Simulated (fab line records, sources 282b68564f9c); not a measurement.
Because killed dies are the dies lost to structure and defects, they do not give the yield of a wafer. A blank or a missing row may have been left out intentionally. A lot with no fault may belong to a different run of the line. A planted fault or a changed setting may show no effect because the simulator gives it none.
fab line records	flow rit_cmos
[record] lots = 15	wafers = 45	last_day = 7
route steps=202 shown NSD@140 SDANNEAL@156 CONTACT@177 M1@184
lots that met no fault: from a run of the same line without faults
start_h: hours from the record's opening day to when the first of the lot's shown wafers began	wait_h: hours from the lot's prior step to this one	" identical to the entry in the row above	L1.1+2: a single row standing in for several wafers	- either no value or no given start	* or withheld: withheld	< > ~ a bound
route shown NAME@n: NAME is a module with steps in the file, n the number in the route of the first one	usual: mean and standard deviation over wafers with no fault	same: alike in all rows	chamber/n: place in a boat	sites: per-site readings	_std_site: standard deviation across them	_edge_site: outer sites' mean less inner sites'	radius_mm: for every site, how far away it sits from the centre of the wafer	mask NAME#n: copy n	behind: the most recent tool/chamber to have shaped the wafer	hold: cause of the lot's hold/its duration in hours/its outcome	device: whichever transistor did not switch (one of n, p or np)	end of line: tests of these same wafers at the route's end	step lacking rows: just its recipe	killed: dies that structure and defects cost at the first sort, which is not the same as the wafer's yield	map: dies across one wafer; x = killed, . = not, _ = none there
set.NAME: setting as actually run; set.NAME@STEP: the setting as run at that earlier step	model.NAME: the simulator's own value behind a step, which no gauge read
one table for each step of the route and one row for each wafer, over a sample of lots
services: a tool's chamber out of use, with start hour (start_h, from the record's first day; less than 0 if before it), hours out, and reason
[[steps]]
[step RIT_NSD_STRIP_09]
[recipe] chemistry = O2	time_s = 180	resist = NOVOLAK	platen_temp_c = withheld	power_w = 500	pressure_mtorr = 4000	o2_flow_sccm = 4000
[usual] chamber_pressure_mTorr = 4000/3.4	drypump_motor_current_A = 5.5/0.48	rf_refl_power_W = 6.6/1.3
[same] time_s = 180
lot.wafer	tool	chamber	start_h	wait_h	chamber_pressure_mTorr	drypump_motor_current_A	rf_hours_counter_h	rf_refl_power_W
L558.1	plasma_asher-03	1	49.93	0.1	3993	6.0	38	8.0
L558.3	"	0	"	"	3992	5.0	-	5.7
L558.4	"	1	"	"	4002	6.0	-	7.8
L559.1	plasma_asher-03	0	54.02	0.1	3998	5.0	38	5.6
L559.2	"	1	"	"	3998	6.0	38	8.0
L559.5	"	1	"	"	3996	6.0	-	7.9
L561.1	plasma_asher-01	0	62.31	0.1	4003	5.1	43	5.8
L561.2	"	1	"	"	4004	6.0	43	6.0
L561.6	"	1	"	"	4002	6.0	-	6.0
L563.2	plasma_asher-03	1	74.23	0.1	3999	6.0	41	8.0
L563.3	"	1	"	"	3999	6.0	-	7.9
L563.6	"	1	"	"	3996	6.0	-	7.8
L564.1	plasma_asher-01	1	77.34	0.1	3997	5.9	45	5.9
L564.2	"	0	"	"	4000	5.1	45	5.7
L564.3	"	0	"	"	4002	5.1	-	5.9
L565.1	plasma_asher-01	0	82.54	0.1	4003	5.1	45	5.6
L565.3	"	0	"	"	4001	5.1	-	5.8
L565.5	"	1	"	"	4006	5.9	-	6.1
L567.2	plasma_asher-03	0	93.09	0.1	3999	5.0	43	5.8
L567.3	"	0	"	"	3997	5.0	-	5.8
L567.6	"	0	"	"	4000	5.0	-	5.8
L568.1	plasma_asher-03	0	97.77	0.1	3997	5.0	43	5.7
L568.3	"	1	"	"	4000	6.0	-	7.9
L568.5	"	1	"	"	4001	6.0	-	8.3
L569.2	plasma_asher-03	0	101.97	0.1	4001	5.0	44	5.9
L569.3	"	0	"	"	4002	5.0	-	5.9
L569.5	"	0	"	"	3996	5.0	-	5.8
L570.2	plasma_asher-03	1	106.84	0.1	4002	5.9	44	7.9
L570.4	"	1	"	"	4004	5.9	-	8.2
L570.5	"	1	"	"	4003	5.9	-	7.9
L571.2	plasma_asher-04	0	111.33	0.1	4000	5.0	48	8.6
L571.4	"	0	"	"	3997	5.0	-	9.1
L571.5	"	1	"	"	4003	6.1	-	5.6
L573.1	plasma_asher-04	1	123.37	0.1	3998	6.1	50	5.5
L573.2	"	0	"	"	4002	4.9	50	9.2
L573.3	"	0	"	"	4004	4.9	-	9.2
L575.1	plasma_asher-01	0	134.89	0.1	3998	5.1	51	5.7
L575.3	"	1	"	"	4003	6.0	-	5.9
L575.4	"	0	"	"	3996	5.1	-	5.9
L577.2	plasma_asher-01	0	147.62	0.1	4004	5.1	53	5.8
L577.4	"	1	"	"	4001	6.0	-	6.2
L577.5	"	1	"	"	4000	5.9	-	6.0
L580.3	plasma_asher-04	1	159.17	0.1	3994	6.0	-	5.5
L580.5	"	0	"	"	4000	4.9	-	9.3
L580.6	"	1	"	"	4004	6.0	-	5.6
[step RIT_SDANNEAL_RTA_03]
[recipe] temp_c = 1050	time_s = 5	idle_temp_c = 600	ramp_up_c_per_s = 342	ramp_down_c_per_s = 171	cool_to_c = 600	ambient = N2
[usual] wafer_temp_C_max = 1053.5/1.1
[same] time_s = 5
lot.wafer	tool	chamber	start_h	wait_h	wafer_temp_C_max
L558.1	rtp_anneal-02	0	52.12	0.0	1054.6
L558.3	"	0	"	"	1054.1
L558.4	"	0	"	"	1052.8
L559.1	rtp_anneal-01	0	56.05	0.0	1055.0
L559.2	"	0	"	"	1054.9
L559.5	"	0	"	"	1052.2
L561.1	rtp_anneal-01	0	64.35	0.0	1053.8
L561.2	"	0	"	"	1053.2
L561.6	"	0	"	"	1054.2
L563.2	rtp_anneal-01	0	76.26	0.0	1053.4
L563.3	"	0	"	"	1054.3
L563.6	"	0	"	"	1054.0
L564.1	rtp_anneal-02	0	79.51	0.0	1053.5
L564.2	"	0	"	"	1052.5
L564.3	"	0	"	"	1056.1
L565.1	rtp_anneal-01	0	84.58	0.0	1052.3
L565.3	"	0	"	"	1053.1
L565.5	"	0	"	"	1053.6
L567.2	rtp_anneal-01	0	95.28	0.0	1052.3
L567.3	"	0	"	"	1054.3
L567.6	"	0	"	"	1051.7
L568.1	rtp_anneal-02	0	99.92	0.0	1052.6
L568.3	"	0	"	"	1053.2
L568.5	"	0	"	"	1055.4
L569.2	rtp_anneal-01	0	104.12	0.0	1051.7
L569.3	"	0	"	"	1054.8
L569.5	"	0	"	"	1053.3
L570.2	rtp_anneal-02	0	108.87	0.0	1053.1
L570.4	"	0	"	"	1054.5
L570.5	"	0	"	"	1053.8
L571.2	rtp_anneal-01	0	113.59	0.0	1053.8
L571.4	"	0	"	"	1052.9
L571.5	"	0	"	"	1054.3
L573.1	rtp_anneal-01	0	125.42	0.0	1054.4
L573.2	"	0	"	"	1053.1
L573.3	"	0	"	"	1053.1
L575.1	rtp_anneal-01	0	137.11	0.0	1053.3
L575.3	"	0	"	"	1055.1
L575.4	"	0	"	"	1053.3
L577.2	rtp_anneal-01	0	149.69	0.0	1053.9
L577.4	"	0	"	"	1054.6
L577.5	"	0	"	"	1051.2
L580.3	rtp_anneal-02	0	161.17	0.0	1055.7
L580.5	"	0	"	"	1055.3
L580.6	"	0	"	"	1052.9
[step RIT_CONTACT_OVL_MEAS_09]
[usual] CONTACT_OVL = -0.8/1.2
lot.wafer	tool	chamber	start_h	wait_h	CONTACT_OVL[nm]
L558.1	overlay-01	-	54.37	0.1	-2.3
L558.3	"	-	"	"	-1.1
L558.4	"	-	"	"	-0.1
L559.1	overlay-02	-	58.61	0.1	-0.4
L559.2	"	-	"	"	-2.3
L559.5	"	-	"	"	-1.1
L561.1	overlay-02	-	66.60	0.1	-1.4
L561.2	"	-	"	"	-0.2
L561.6	"	-	"	"	-2.6
L563.2	overlay-01	-	78.64	0.1	-3.5
L563.3	"	-	"	"	-2.3
L563.6	"	-	"	"	-1.1
L564.1	overlay-02	-	81.92	0.1	0.3
L564.2	"	-	"	"	-1.3
L564.3	"	-	"	"	0.2
L565.1	overlay-02	-	86.83	0.1	-1.0
L565.3	"	-	"	"	-1.1
L565.5	"	-	"	"	-2.1
L567.2	overlay-02	-	97.59	0.1	1.3
L567.3	"	-	"	"	-1.3
L567.6	"	-	"	"	1.8
L568.1	overlay-02	-	102.18	0.1	-2.4
L568.3	"	-	"	"	-1.8
L568.5	"	-	"	"	0.5
L569.2	overlay-02	-	106.50	0.1	-1.1
L569.3	"	-	"	"	-1.6
L569.5	"	-	"	"	0.0
L570.2	overlay-01	-	111.24	0.1	-1.8
L570.4	"	-	"	"	-3.5
L570.5	"	-	"	"	-0.8
L571.2	overlay-01	-	115.96	0.1	-0.1
L571.4	"	-	"	"	-0.8
L571.5	"	-	"	"	-0.9
L573.1	overlay-02	-	127.68	0.1	-0.1
L573.2	"	-	"	"	0.6
L573.3	"	-	"	"	-0.7
L575.1	overlay-01	-	139.38	0.1	1.1
L575.3	"	-	"	"	0.1
L575.4	"	-	"	"	0.8
L577.2	overlay-02	-	152.11	0.1	-1.9
L577.4	"	-	"	"	1.0
L577.5	"	-	"	"	-0.7
L580.3	overlay-02	-	163.54	0.1	-1.8
L580.5	"	-	"	"	-2.5
L580.6	"	-	"	"	0.4
[step RIT_M1_SPUTTER_00]
[recipe] material = Al	target_thk_nm = 400	power_w = 2000	chamber_pressure_pa = 0.4	gas = Ar	time_s = 500	substrate_temp_c = 25
[usual] throttle_valve_pct = 30.0/1.3
[same] time_s = 500
lot.wafer	tool	chamber	start_h	wait_h	throttle_valve_pct
L558.1	pvd_sputter-03	-	55.39	0.0	30.9
L558.3	"	-	"	"	30.9
L558.4	"	-	"	"	29.6
L559.1	pvd_sputter-04	-	59.63	0.0	29.8
L559.2	"	-	"	"	32.1
L559.5	"	-	"	"	27.8
L561.1	pvd_sputter-04	-	67.64	0.0	28.6
L561.2	"	-	"	"	32.2
L561.6	"	-	"	"	29.8
L563.2	pvd_sputter-04	-	79.67	0.0	32.3
L563.3	"	-	"	"	28.6
L563.6	"	-	"	"	28.6
L564.1	pvd_sputter-03	-	83.19	0.0	31.0
L564.2	"	-	"	"	30.9
L564.3	"	-	"	"	30.4
L565.1	pvd_sputter-04	-	87.86	0.0	28.2
L565.3	"	-	"	"	32.2
L565.5	"	-	"	"	29.8
L567.2	pvd_sputter-04	-	98.62	0.0	29.9
L567.3	"	-	"	"	31.7
L567.6	"	-	"	"	28.0
L568.1	pvd_sputter-03	-	103.20	0.0	31.0
L568.3	"	-	"	"	29.4
L568.5	"	-	"	"	30.5
L569.2	pvd_sputter-04	-	107.52	0.0	29.8
L569.3	"	-	"	"	27.8
L569.5	"	-	"	"	28.8
L570.2	pvd_sputter-03	-	112.26	0.0	29.3
L570.4	"	-	"	"	30.4
L570.5	"	-	"	"	31.0
L571.2	pvd_sputter-04	-	116.98	0.0	32.2
L571.4	"	-	"	"	27.8
L571.5	"	-	"	"	29.9
L573.1	pvd_sputter-04	-	128.75	0.0	32.2
L573.2	"	-	"	"	28.7
L573.3	"	-	"	"	29.7
L575.1	pvd_sputter-04	-	140.41	0.0	32.1
L575.3	"	-	"	"	29.8
L575.4	"	-	"	"	27.9
L577.2	pvd_sputter-04	-	153.13	0.0	28.6
L577.4	"	-	"	"	32.0
L577.5	"	-	"	"	27.9
L580.3	pvd_sputter-03	-	164.57	0.0	30.5
L580.5	"	-	"	"	30.5
L580.6	"	-	"	"	29.4
[step RIT_M1_PROBE_99]
[usual] defect_limited_yield = 97.4/1.1	killed_at_M0_to_M3 = 0.0/0.16	killed_at_contacts = 0.1/0.24	killed_at_front_end = 6.7/2.9	killed_dies = 6.8/2.9	killed_on_rim = 1.8/1.3	killed_open = 3.5/1.8	killed_short = 3.3/2.1	sort_bin_3_pad_short = 0.1/0.26	sort_bin_5_function = 1.4/0.73	sort_bin_6_memory = 1.0/0.64	sort_n_pass = 257.2/2.9	sort_yield_pct = 97.4/1.1
[same] gross_dies = 264	killed_at_M4_up = 0	killed_at_back_side = 0	killed_at_other = 0
lot.wafer	tool	chamber	start_h	wait_h	hold	defect_limited_yield[%]	killed_at_M0_to_M3	killed_at_contacts	killed_at_front_end	killed_dies	killed_on_rim	killed_open	killed_short	sort_bin_3_pad_short[%]	sort_bin_5_function[%]	sort_bin_6_memory[%]	sort_n_pass	sort_yield_pct[%]
L558.1	prober-02	-	59.53	0.1	-	97.3	1	0	6	7	2	3	4	0.4	1.9	0.4	257.0	97.3
L558.3	prober-02	-	59.63	0.2	-	96.2	0	0	10	10	3	3	7	0	1.9	1.9	254.0	96.2
L558.4	prober-02	-	59.68	0.2	-	97.0	0	0	8	8	2	2	6	0.4	1.5	1.1	256.0	97.0
L559.1	prober-01	-	63.77	0.1	-	95.5	0	0	12	12	4	7	5	0	1.9	2.7	252.0	95.5
L559.2	prober-01	-	63.82	0.1	-	98.1	0	0	5	5	1	2	3	0	1.1	0.8	259.0	98.1
L559.5	prober-01	-	63.97	0.2	-	97.0	0	0	8	8	2	3	5	0.4	2.7	0	256.0	97.0
L561.1	prober-01	-	71.83	0.1	-	98.9	0	0	3	3	0	2	1	0	0.8	0.4	261.0	98.9
L561.2	prober-01	-	71.88	0.1	-	98.5	0	0	4	4	2	4	0	0	1.1	0.4	260.0	98.5
L561.6	prober-01	-	72.08	0.2	-	99.2	0	0	2	2	1	2	0	0	0	0.8	262.0	99.2
L563.2	prober-01	-	84.35	0.1	-	97.7	0	0	6	6	2	4	2	0	1.5	0.8	258.0	97.7
L563.3	prober-01	-	84.40	0.2	-	97.3	0	0	7	7	2	5	2	0	1.9	0.8	257.0	97.3
L563.6	prober-01	-	84.55	0.2	-	97.3	0	0	7	7	2	5	2	0	1.9	0.8	257.0	97.3
L564.1	prober-02	-	87.25	0.1	-	98.5	0	0	4	4	1	3	1	0	1.5	0	260.0	98.5
L564.2	prober-02	-	87.30	0.1	-	95.8	0	0	11	11	2	3	8	0.4	1.9	1.9	253.0	95.8
L564.3	prober-02	-	87.35	0.2	-	98.5	0	0	4	4	1	1	3	0	1.5	0	260.0	98.5
L565.1	prober-01	-	92.07	0.1	-	97.0	0	0	8	8	2	2	6	0	1.1	1.9	256.0	97.0
L565.3	prober-01	-	92.17	0.2	-	95.5	0	0	12	12	4	6	6	0	2.7	1.9	252.0	95.5
L565.5	prober-01	-	92.27	0.2	-	98.9	0	0	3	3	2	2	1	0	0.8	0.4	261.0	98.9
L567.2	prober-01	-	102.94	0.1	-	98.1	0	0	5	5	0	1	4	0	1.5	0.4	259.0	98.1
L567.3	prober-01	-	102.99	0.2	-	98.1	0	0	5	5	2	3	2	0	1.5	0.4	259.0	98.1
L567.6	prober-01	-	103.14	0.2	-	98.1	0	0	5	5	3	2	3	0	1.1	0.8	259.0	98.1
L568.1	prober-02	-	108.95	0.1	-	99.2	0	0	2	2	0	0	2	0	0.4	0.4	262.0	99.2
L568.3	prober-02	-	109.05	0.2	-	97.0	0	0	8	8	1	4	4	0	1.9	1.1	256.0	97.0
L568.5	prober-02	-	109.15	0.2	-	97.0	0	0	8	8	4	6	2	0	1.1	1.9	256.0	97.0
L569.2	prober-01	-	112.15	0.1	-	98.1	0	0	5	5	3	4	1	0	0.8	1.1	259.0	98.1
L569.3	prober-01	-	112.20	0.2	-	96.6	0	0	9	9	2	4	5	0	0.8	2.7	255.0	96.6
L569.5	prober-01	-	112.30	0.2	-	95.5	0	0	12	12	2	8	4	0	3.4	1.1	252.0	95.5
L570.2	prober-02	-	120.15	0.1	-	98.5	0	0	4	4	1	1	3	0	0.8	0.8	260.0	98.5
L570.4	prober-02	-	120.25	0.2	-	97.0	0	0	8	8	1	4	4	0.4	1.9	0.8	256.0	97.0
L570.5	prober-02	-	120.30	0.2	-	97.3	0	0	7	7	2	6	1	0	1.9	0.8	257.0	97.3
L571.2	prober-01	-	121.90	0.1	-	98.9	0	0	3	3	1	3	0	0	1.1	0	261.0	98.9
L571.4	prober-01	-	122.00	0.2	-	97.0	0	0	8	8	2	7	1	0	2.3	0.8	256.0	97.0
L571.5	prober-01	-	122.05	0.2	-	96.6	0	0	9	9	2	6	3	0.4	1.5	1.5	255.0	96.6
L573.1	prober-01	-	132.90	0.1	await_dispo/5.7h/release	90.9	16	0	8	24	11	5	3	1.1	4.5	3.4	240.0	90.9
L573.2	prober-01	-	132.95	0.1	await_dispo/5.7h/release	83.7	30	0	13	43	2	8	5	3.0	8.7	4.5	221.0	83.7
L573.3	prober-01	-	133.00	0.2	await_dispo/5.7h/release	83.7	31	0	12	43	5	5	7	1.5	11.0	3.8	221.0	83.7
L575.1	prober-01	-	145.11	0.1	await_dispo/1.8h/release	92.0	16	0	5	21	10	2	3	2.7	3.4	1.9	243.0	92.0
L575.3	prober-01	-	145.21	0.2	await_dispo/1.8h/release	88.6	28	0	2	30	0	2	0	3.0	6.1	2.3	234.0	88.6
L575.4	prober-01	-	145.26	0.2	await_dispo/1.8h/release	89.0	23	0	6	29	11	5	1	2.7	5.7	2.7	235.0	89.0
L577.2	prober-02	-	157.41	0.1	await_dispo/2.4h/release	88.6	29	0	1	30	1	1	0	2.3	7.2	1.9	234.0	88.6
L577.4	prober-02	-	157.51	0.2	await_dispo/2.4h/release	89.0	15	1	13	29	13	9	5	1.9	6.4	2.7	235.0	89.0
L577.5	prober-02	-	157.56	0.2	await_dispo/2.4h/release	89.4	24	0	4	28	10	2	2	1.5	6.8	2.3	236.0	89.4
L580.3	prober-02	-	168.77	0.2	-	97.0	0	1	7	8	2	3	5	0.4	1.9	0.8	256.0	97.0
L580.5	prober-02	-	168.87	0.2	-	97.7	0	0	6	6	1	4	2	0.8	0.8	0.8	258.0	97.7
L580.6	prober-02	-	168.92	0.2	-	96.6	1	0	8	9	2	4	5	0	1.5	1.9	255.0	96.6
// killed by level:class
L558.1 GATE:geometric_particle:short=2 FOX2:geometric_particle:short=1 FOX2:geometric_particle:open=1 GATE:geometric_particle:open=1 SILICIDE:geometric_particle:open=1 M1:geometric_particle:short=1
L558.3 GATE:geometric_particle:short=3 FOX1:geometric_particle:short=1 FOX2:geometric_particle:short=1 GATE:geometric_particle:open=1 REOX:geometric_particle:short=1 SPACER:geometric_particle:short=1 SPACER:geometric_particle:open=1 SILICIDE:geometric_particle:open=1
L558.4 GATE:geometric_particle:short=3 FOX2:geometric_particle:open=1 FOX2:geometric_particle:short=1 REOX:geometric_particle:short=1 SPACER:geometric_particle:short=1 SPACER:geometric_particle:open=1
L559.1 GATE:geometric_particle:open=4 GATE:geometric_particle:short=2 SPACER:geometric_particle:short=2 FOX1:geometric_particle:open=1 REOX:geometric_particle:open=1 SPACER:geometric_particle:open=1 SILICIDE:geometric_particle:short=1
L559.2 FOX1:geometric_particle:short=2 GATE:geometric_particle:open=1 REOX:geometric_particle:open=1 GATE:geometric_particle:short=1
L559.5 SPACER:geometric_particle:short=2 SILICIDE:geometric_particle:open=2 FOX1:geometric_particle:short=1 FOX2:geometric_particle:short=1 GATE:geometric_particle:short=1 REOX:geometric_particle:open=1
L561.1 GATE:geometric_particle:open=1 SPACER:geometric_particle:open=1 SILICIDE:geometric_particle:short=1
L561.2 GATE:geometric_particle:open=2 FOX1:geometric_particle:open=1 SILICIDE:geometric_particle:open=1
L561.6 SPACER:geometric_particle:open=1 SILICIDE:geometric_particle:open=1
L563.2 REOX:geometric_particle:open=2 SILICIDE:geometric_particle:open=2 FOX1:geometric_particle:short=1 GATE:geometric_particle:short=1
L563.3 REOX:geometric_particle:open=2 SILICIDE:geometric_particle:open=2 FOX1:geometric_particle:short=1 GATE:geometric_particle:short=1 SPACER:geometric_particle:open=1
L563.6 GATE:geometric_particle:open=3 FOX1:geometric_particle:short=1 FOX1:geometric_particle:open=1 REOX:geometric_particle:open=1 REOX:geometric_particle:short=1
L564.1 FOX2:geometric_particle:open=1 GATE:geometric_particle:short=1 GATE:geometric_particle:open=1 REOX:geometric_particle:open=1
L564.2 GATE:geometric_particle:short=5 GATE:geometric_particle:open=2 FOX1:geometric_particle:short=1 REOX:geometric_particle:short=1 REOX:geometric_particle:open=1 SILICIDE:geometric_particle:short=1
L564.3 FOX1:geometric_particle:short=1 GATE:geometric_particle:open=1 REOX:geometric_particle:short=1 SILICIDE:geometric_particle:short=1
L565.1 GATE:geometric_particle:short=3 REOX:geometric_particle:open=2 REOX:geometric_particle:short=1 SPACER:geometric_particle:short=1 SILICIDE:geometric_particle:short=1
L565.3 GATE:geometric_particle:short=4 GATE:geometric_particle:open=3 REOX:geometric_particle:open=2 FOX1:geometric_particle:open=1 FOX1:geometric_particle:short=1 SPACER:geometric_particle:short=1
L565.5 REOX:geometric_particle:open=1 SPACER:geometric_particle:short=1 SILICIDE:geometric_particle:open=1
L567.2 GATE:geometric_particle:short=2 FOX1:geometric_particle:short=1 GATE:geometric_particle:open=1 SPACER:geometric_particle:short=1
L567.3 FOX1:geometric_particle:open=1 GATE:geometric_particle:short=1 REOX:geometric_particle:open=1 SPACER:geometric_particle:open=1 SPACER:geometric_particle:short=1
L567.6 GATE:geometric_particle:short=3 REOX:geometric_particle:open=1 SPACER:geometric_particle:open=1
L568.1 REOX:geometric_particle:short=2
L568.3 FOX1:geometric_particle:short=2 GATE:geometric_particle:open=2 SPACER:geometric_particle:short=2 FOX1:geometric_particle:open=1 SPACER:geometric_particle:open=1
L568.5 GATE:geometric_particle:open=3 FOX1:geometric_particle:short=1 FOX1:geometric_particle:open=1 FOX2:geometric_particle:open=1 REOX:geometric_particle:short=1 SPACER:geometric_particle:open=1
L569.2 GATE:geometric_particle:open=2 REOX:geometric_particle:open=2 REOX:geometric_particle:short=1
L569.3 GATE:geometric_particle:open=3 GATE:geometric_particle:short=2 REOX:geometric_particle:short=1 SPACER:geometric_particle:open=1 SPACER:geometric_particle:short=1 SILICIDE:geometric_particle:short=1
L569.5 GATE:geometric_particle:open=4 GATE:geometric_particle:short=2 REOX:geometric_particle:open=2 SPACER:geometric_particle:open=2 REOX:geometric_particle:short=1 SILICIDE:geometric_particle:short=1
L570.2 GATE:geometric_particle:short=2 FOX2:geometric_particle:open=1 REOX:geometric_particle:short=1
L570.4 GATE:geometric_particle:open=3 FOX2:geometric_particle:open=1 FOX2:geometric_particle:short=1 GATE:geometric_particle:short=1 REOX:geometric_particle:short=1 SPACER:geometric_particle:short=1
L570.5 FOX2:geometric_particle:open=3 FOX1:geometric_particle:open=1 FOX2:geometric_particle:short=1 GATE:geometric_particle:open=1 REOX:geometric_particle:open=1
L571.2 GATE:geometric_particle:open=2 FOX2:geometric_particle:open=1
L571.4 FOX2:geometric_particle:open=2 REOX:geometric_particle:open=2 SILICIDE:geometric_particle:open=2 GATE:geometric_particle:open=1 REOX:geometric_particle:short=1
L571.5 REOX:geometric_particle:open=2 SILICIDE:geometric_particle:open=2 FOX2:geometric_particle:short=1 GATE:geometric_particle:open=1 REOX:geometric_particle:short=1 SPACER:geometric_particle:open=1 SILICIDE:geometric_particle:short=1
L573.1 M1:unspecified=16 REOX:geometric_particle:open=2 SILICIDE:geometric_particle:short=2 FOX1:geometric_particle:open=1 SPACER:geometric_particle:open=1 SPACER:geometric_particle:short=1 SILICIDE:geometric_particle:open=1
L573.2 M1:unspecified=30 GATE:geometric_particle:open=5 FOX1:geometric_particle:short=1 FOX2:geometric_particle:open=1 GATE:geometric_particle:short=1 REOX:geometric_particle:short=1 REOX:geometric_particle:open=1 SPACER:geometric_particle:short=1
L573.3 M1:unspecified=31 SPACER:geometric_particle:short=5 SILICIDE:geometric_particle:open=2 FOX2:geometric_particle:open=1 GATE:geometric_particle:short=1 REOX:geometric_particle:open=1 SPACER:geometric_particle:open=1 SILICIDE:geometric_particle:short=1
L575.1 M1:unspecified=16 GATE:geometric_particle:short=2 GATE:geometric_particle:open=1 SPACER:geometric_particle:open=1 SPACER:geometric_particle:short=1
L575.3 M1:unspecified=28 GATE:geometric_particle:open=2
L575.4 M1:unspecified=23 GATE:geometric_particle:open=3 SPACER:geometric_particle:open=2 GATE:geometric_particle:short=1
L577.2 M1:unspecified=29 GATE:geometric_particle:open=1
L577.4 M1:unspecified=15 GATE:geometric_particle:short=3 GATE:geometric_particle:open=3 FOX1:geometric_particle:open=2 FOX1:geometric_particle:short=1 FOX2:geometric_particle:open=1 SPACER:geometric_particle:open=1 SILICIDE:geometric_particle:open=1
L577.5 M1:unspecified=24 GATE:geometric_particle:open=2 GATE:geometric_particle:short=2
L580.3 GATE:geometric_particle:short=3 GATE:geometric_particle:open=2 REOX:geometric_particle:open=1 SPACER:geometric_particle:short=1 CONTACT:geometric_particle:short=1
L580.5 GATE:geometric_particle:open=3 GATE:geometric_particle:short=1 SPACER:geometric_particle:short=1 SPACER:geometric_particle:open=1
L580.6 FOX1:geometric_particle:short=3 GATE:geometric_particle:short=2 GATE:geometric_particle:open=2 SPACER:geometric_particle:open=1 M1:geometric_particle:open=1
[[services]]
tool	chamber	start_h	hours	kind
pvd_sputter-03	-	52.47	2.4	repair
pvd_sputter-03	-	78.66	2.7	repair
plasma_asher-03	-	108.75	9.0	pm
plasma_asher-03	0	108.75	9.0	vent_cycle
plasma_asher-03	1	108.75	9.0	vent_cycle
plasma_asher-01	-	115.41	1.7	repair
plasma_asher-03	0	117.75	-	clean
plasma_asher-03	1	117.75	-	clean
plasma_asher-04	-	119.81	1.1	repair
plasma_asher-03	-	129.50	4.1	repair
plasma_asher-03	-	135.38	6.6	repair
rtp_anneal-02	-	151.11	1.1	pm
[[key]]
[first_sign] step = RIT_M1_PROBE_99	reading = killed_at_M0_to_M3	direction = up	sigmas = 24	usual = 0.0	struck = 23.6
[effect] step = RIT_M1_PROBE_99	reading = killed_dies	direction = up	sigmas = 8.2	usual = 6.8	struck = 30.8
met_at RIT_M1_SPUTTER_00
struck_lots L573,L575,L577
not_acting_at RIT_NSD_STRIP_09,RIT_SDANNEAL_RTA_03,RIT_CONTACT_OVL_MEAS_09
onset_between 116.98 128.75
[fault] kind = chamber_particle_source	tool = pvd_sputter-04	chamber = -	onset_h = 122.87	steps = RIT_M1_SPUTTER_00	rate_per_visit_cm2 = 0.74136	end_h = 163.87
